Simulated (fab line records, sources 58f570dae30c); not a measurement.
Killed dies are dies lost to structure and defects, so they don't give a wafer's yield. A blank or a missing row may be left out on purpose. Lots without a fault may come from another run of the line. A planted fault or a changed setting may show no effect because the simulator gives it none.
Which tool did it? | flow berkeley_cmos170 | 6 lots, 18 wafers sampled, at 2 steps of a route of 331

WHAT THE GAUGES READ, wafer by wafer
UCB170_ACTIVE_OVL_MEAS_14.
lot  | measured    | on         | ACTIVE_OVL (nm)
L786 | day 4 13:30 | overlay-01 | -1 -1 0
L787 | day 4 17:43 | overlay-01 | 7 9 4
L794 | day 6 02:34 | overlay-01 | 102 92 95
L797 | day 6 19:37 | overlay-02 | 100 96 98
L800 | day 8 01:15 | overlay-02 | 88 88 79
L806 | day 8 23:14 | overlay-02 | 1 1 -8

WHICH TOOL RAN EACH LOT (tool, then ch and the chambers of the sampled wafers, then the start)
lot  | UCB170_ACTIVE_EXPOSE_10
L786 | krf_scanner-01 ch 0, day 4 12:38
L787 | krf_scanner-02 ch 0, day 4 17:13
L794 | krf_scanner-01 ch 0, day 6 02:05
L797 | krf_scanner-01 ch 0, day 6 18:53
L800 | krf_scanner-01 ch 0, day 8 00:46
L806 | krf_scanner-02 ch 0, day 8 22:43
- UCB170_ACTIVE_EXPOSE_10: exposes mask ACTIVE, target cd 1200 nm.

THE ANSWER, worked out from the rows above alone
Rule: what is usual is taken from the lots themselves. Put in order of their means at a reading, lots are off if they are a third of the lots or fewer, leave a main group of 4 or more, and stand apart from it by a gap of 3 or more times the standard deviation of the main group's means; of several such gaps the widest counts. A main group whose means are all the same, to the digits that the tables above print for the reading, isn't used. A lot without any number at a reading at which 4 lots or more have one is off too. The other lots that the step has rows for count as sound.
No lot is off at any reading shown: from this, nothing can be told.

WHAT THE SIMULATOR HAD PUT IN
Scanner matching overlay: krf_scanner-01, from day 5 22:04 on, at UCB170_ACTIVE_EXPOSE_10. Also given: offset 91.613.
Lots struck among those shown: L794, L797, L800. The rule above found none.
